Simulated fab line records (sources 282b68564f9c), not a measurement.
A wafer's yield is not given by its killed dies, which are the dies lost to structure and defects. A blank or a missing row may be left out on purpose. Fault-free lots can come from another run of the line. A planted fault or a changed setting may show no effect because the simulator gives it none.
fab line records    flow rit-cmos
record: lots: 14  wafers: 42  last-day: 7
route steps=202 shown PLDD@122
lots that met no fault: from a run of the same line without faults
start-h: hours from the record's first day to the start of the lot's first wafer shown    wait-h: hours since the lot's step before    " repeats the value in the row above    L1.1+2: one row covering several wafers at once    - no value present, or no start provided    * or withheld: withheld    < > ~ a bound
route shown NAME@n: a module of which the file shows steps, and the number in the route of the first    usual: mean and standard deviation over wafers with no fault    same: alike in all rows    chamber/n: place in a boat    sites: readings site by site    _std_site: the standard deviation of these    _edge_site: mean of outer sites minus mean of inner sites    radius-mm: how far each site lies from the wafer's centre    mask NAME#n: copy n    behind: the most recent tool/chamber to have shaped the wafer    hold: reason for holding the lot/hours on hold/outcome of the hold    device: whichever transistor did not switch (one of n, p or np)    end of line: at the end of the route, the tests of the same wafers    step lacking rows: just its recipe    killed: not the wafer's yield, but the dies lost to structure and defects at the first sort    map: shows each die of a wafer: x if killed, . if not, _ if none is there
set.NAME: the setting as run; set.NAME@STEP: as run at that earlier step    model.NAME: the simulator's own value behind a step, which no gauge read
steps of the route over a sample of lots; a table a step, a row a wafer
services: when a tool's chamber went out of use (start-h, in hours from the record's first day, below 0 if earlier), for how many hours, and the reason
== steps ==
step: RIT_PLDD_IMPLANT_08
recipe: species: BF2  energy-kev: 20  dose-cm2: 9e+14  tilt-deg: 7
usual: dose-ions-cm2: 9.002e+14/8.7e+11  end-station-pressure-torr: 7.3e-06/4.1e-07  faraday-current-uA: 2826/51
lot.wafer  tool          chamber  start-h  wait-h  dose-ions-cm2  end-station-pressure-torr  faraday-current-uA
L355.1     implanter-02  0        48.13    0.1     8.986e+14      7.5e-06                    2820
L355.5     "             0        "        "       9.011e+14      7.1e-06                    2856
L355.6     "             0        "        "       9.003e+14      7.2e-06                    2762
L356.1     implanter-04  0        54.87    0.1     9.003e+14      7.5e-06                    2826
L356.5     "             0        "        "       9.007e+14      7.5e-06                    2797
L356.6     "             0        "        "       8.995e+14      7.3e-06                    2854
L357.1     implanter-04  0        58.29    0.1     9.007e+14      7.7e-06                    2879
L357.2     "             0        "        "       9.014e+14      7.7e-06                    2861
L357.3     "             0        "        "       9.005e+14      7.1e-06                    2825
L358.1     implanter-02  0        64.66    0.1     9.007e+14      7.8e-06                    2809
L358.2     "             0        "        "       8.994e+14      6.7e-06                    2796
L358.5     "             0        "        "       8.997e+14      7e-06                      2789
L359.2     implanter-04  0        68.76    0.1     9e+14          7.2e-06                    2801
L359.5     "             0        "        "       9.007e+14      7.3e-06                    2837
L359.6     "             0        "        "       8.99e+14       7.8e-06                    2845
L362.2     implanter-01  0        82.89    0.1     9.005e+14      7.2e-06                    2827
L362.5     "             0        "        "       9.006e+14      7.2e-06                    2855
L362.6     "             0        "        "       9.003e+14      7.2e-06                    2812
L363.3     implanter-01  0        89.17    0.1     9.015e+14      7.6e-06                    2825
L363.4     "             0        "        "       9.011e+14      7e-06                      2795
L363.6     "             0        "        "       9.008e+14      7e-06                      2781
L367.3     implanter-01  0        108.86   0.1     1.4393e+15     8.9e-06                    4480
L367.5     "             0        "        "       1.4383e+15     8.7e-06                    4476
L367.6     "             0        "        "       1.4403e+15     7.9e-06                    4470
L369.1     implanter-01  0        118.13   0.1     1.4405e+15     9e-06                      4459
L369.4     "             0        "        "       1.4407e+15     9.5e-06                    4594
L369.5     "             0        "        "       1.4405e+15     8.4e-06                    4483
L370.2     implanter-04  0        123.54   0.1     8.998e+14      6.9e-06                    2811
L370.4     "             0        "        "       9.014e+14      7.4e-06                    2913
L370.5     "             0        "        "       8.999e+14      7.4e-06                    2822
L371.3     implanter-04  0        128.89   0.1     9.003e+14      8e-06                      2780
L371.5     "             0        "        "       8.998e+14      6.7e-06                    2905
L371.6     "             0        "        "       9.007e+14      6.7e-06                    2821
L373.2     implanter-04  0        139.41   0.1     9.011e+14      7.2e-06                    2807
L373.5     "             0        "        "       9e+14          7.8e-06                    2725
L373.6     "             0        "        "       8.99e+14       7.6e-06                    2750
L375.1     implanter-04  0        147.96   0.1     9.002e+14      7.3e-06                    2750
L375.3     "             0        "        "       8.99e+14       7.2e-06                    2839
L375.5     "             0        "        "       8.996e+14      7.1e-06                    2778
L376.2     implanter-02  0        152.53   0.1     8.994e+14      7.2e-06                    2851
L376.4     "             0        "        "       9.012e+14      7e-06                      2946
L376.6     "             0        "        "       8.984e+14      7.5e-06                    2884
step: RIT_PLDD_TW_MEAS_10
usual: PLDD_TW: 2359/12
lot.wafer  tool           chamber  start-h  wait-h  PLDD_TW
L355.1     film-metro-03  -        48.46    0.1     2387
L355.5     "              -        "        "       2367
L355.6     "              -        "        "       2371
L356.1     film-metro-01  -        55.19    0.1     2339
L356.5     "              -        "        "       2340
L356.6     "              -        "        "       2339
L357.1     film-metro-02  -        58.62    0.1     2345
L357.2     "              -        "        "       2352
L357.3     "              -        "        "       2352
L358.1     film-metro-02  -        64.99    0.1     2349
L358.2     "              -        "        "       2346
L358.5     "              -        "        "       2359
L359.2     film-metro-03  -        69.07    0.1     2359
L359.5     "              -        "        "       2367
L359.6     "              -        "        "       2364
L362.2     film-metro-02  -        83.20    0.1     2374
L362.5     "              -        "        "       2371
L362.6     "              -        "        "       2375
L363.3     film-metro-03  -        89.47    0.1     2353
L363.4     "              -        "        "       2371
L363.6     "              -        "        "       2366
L367.3     film-metro-02  -        109.16   0.1     2638
L367.5     "              -        "        "       2633
L367.6     "              -        "        "       2637
L369.1     film-metro-02  -        118.46   0.1     2643
L369.4     "              -        "        "       2635
L369.5     "              -        "        "       2640
L370.2     film-metro-02  -        123.85   0.1     2371
L370.4     "              -        "        "       2358
L370.5     "              -        "        "       2366
L371.3     film-metro-02  -        129.19   0.1     2358
L371.5     "              -        "        "       2372
L371.6     "              -        "        "       2367
L373.2     film-metro-01  -        139.72   0.1     2348
L373.5     "              -        "        "       2343
L373.6     "              -        "        "       2343
L375.1     film-metro-02  -        148.29   0.1     2369
L375.3     "              -        "        "       2381
L375.5     "              -        "        "       2366
L376.2     film-metro-01  -        152.84   0.1     2340
L376.4     "              -        "        "       2345
L376.6     "              -        "        "       2342
step: RIT_SDANNEAL_RS_MEAS_06
recipe: thk-meas-gauge: four-point-probe
usual: PLDD_RS: 178.6/0.44
lot.wafer  tool           chamber  start-h  wait-h  PLDD_RS[ohm/sq]
L355.1     film-metro-02  -        54.64    0.1     179.2
L355.5     "              -        "        "       178.1
L355.6     "              -        "        "       178.7
L356.1     film-metro-02  -        61.26    0.1     178.5
L356.5     "              -        "        "       178.4
L356.6     "              -        "        "       178.1
L357.1     film-metro-03  -        64.71    0.1     178.9
L357.2     "              -        "        "       178.8
L357.3     "              -        "        "       179.0
L358.1     film-metro-02  -        71.48    0.1     179.1
L358.2     "              -        "        "       179.3
L358.5     "              -        "        "       178.9
L359.2     film-metro-01  -        75.15    0.1     178.6
L359.5     "              -        "        "       178.8
L359.6     "              -        "        "       179.1
L362.2     film-metro-02  -        89.57    0.1     178.8
L362.5     "              -        "        "       178.9
L362.6     "              -        "        "       179.3
L363.3     film-metro-03  -        95.80    0.1     179.0
L363.4     "              -        "        "       178.4
L363.6     "              -        "        "       178.3
L367.3     film-metro-02  -        115.38   0.1     157.2
L367.5     "              -        "        "       157.3
L367.6     "              -        "        "       157.5
L369.1     film-metro-03  -        124.52   0.1     156.2
L369.4     "              -        "        "       156.6
L369.5     "              -        "        "       155.9
L370.2     film-metro-02  -        130.13   0.1     178.9
L370.4     "              -        "        "       178.8
L370.5     "              -        "        "       178.9
L371.3     film-metro-03  -        135.27   0.1     178.7
L371.5     "              -        "        "       178.6
L371.6     "              -        "        "       178.2
L373.2     film-metro-01  -        145.98   0.1     178.2
L373.5     "              -        "        "       177.9
L373.6     "              -        "        "       178.0
L375.1     film-metro-02  -        154.47   0.1     178.5
L375.3     "              -        "        "       178.2
L375.5     "              -        "        "       178.2
L376.2     film-metro-01  -        159.36   0.1     178.6
L376.4     "              -        "        "       178.3
L376.6     "              -        "        "       177.9
== services ==
tool          chamber  start-h  hours  kind
implanter-04  -        38.10    0.6    repair
implanter-04  -        52.00    1.6    repair
implanter-01  -        54.81    0.8    repair
implanter-01  -        66.74    4.7    repair
implanter-04  -        92.50    1.3    repair
== key ==
first-sign: step: RIT_PLDD_IMPLANT_08  reading: dose-ions-cm2  direction: up  sigmas: 99+  usual: 9.002e+14  struck: 1.4399e+15
effect: step: RIT_PLDD_IMPLANT_08  reading: faraday-current-uA  direction: up  sigmas: 33  usual: 2826  struck: 4494
effect: step: RIT_PLDD_TW_MEAS_10  reading: PLDD_TW  direction: up  sigmas: 24  usual: 2359  struck: 2638
effect: step: RIT_SDANNEAL_RS_MEAS_06  reading: PLDD_RS  direction: down  sigmas: 49  usual: 178.6  struck: 156.8
met-at RIT_PLDD_IMPLANT_08
struck-lots L367,L369
tester-left-out L367,L369
onset-between 89.17 108.86
fault: kind: process-parameter-drift  tool: implanter-01  chamber: -  onset-h: 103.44  steps: RIT_PLDD_IMPLANT_08  channel: dose-cm2  offset: 5.4e+14  shape: step  end-h: 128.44  acts-in: these-recipes-only  stated: 9e+14
tester-left-out: of these lots the tester's yield and bins aren't shown, on N5 and GAA mostly nor the transistor test; their killed dies are dies lost to structure and defects alone, not to doping, threshold or leakage, so they don't give the yield
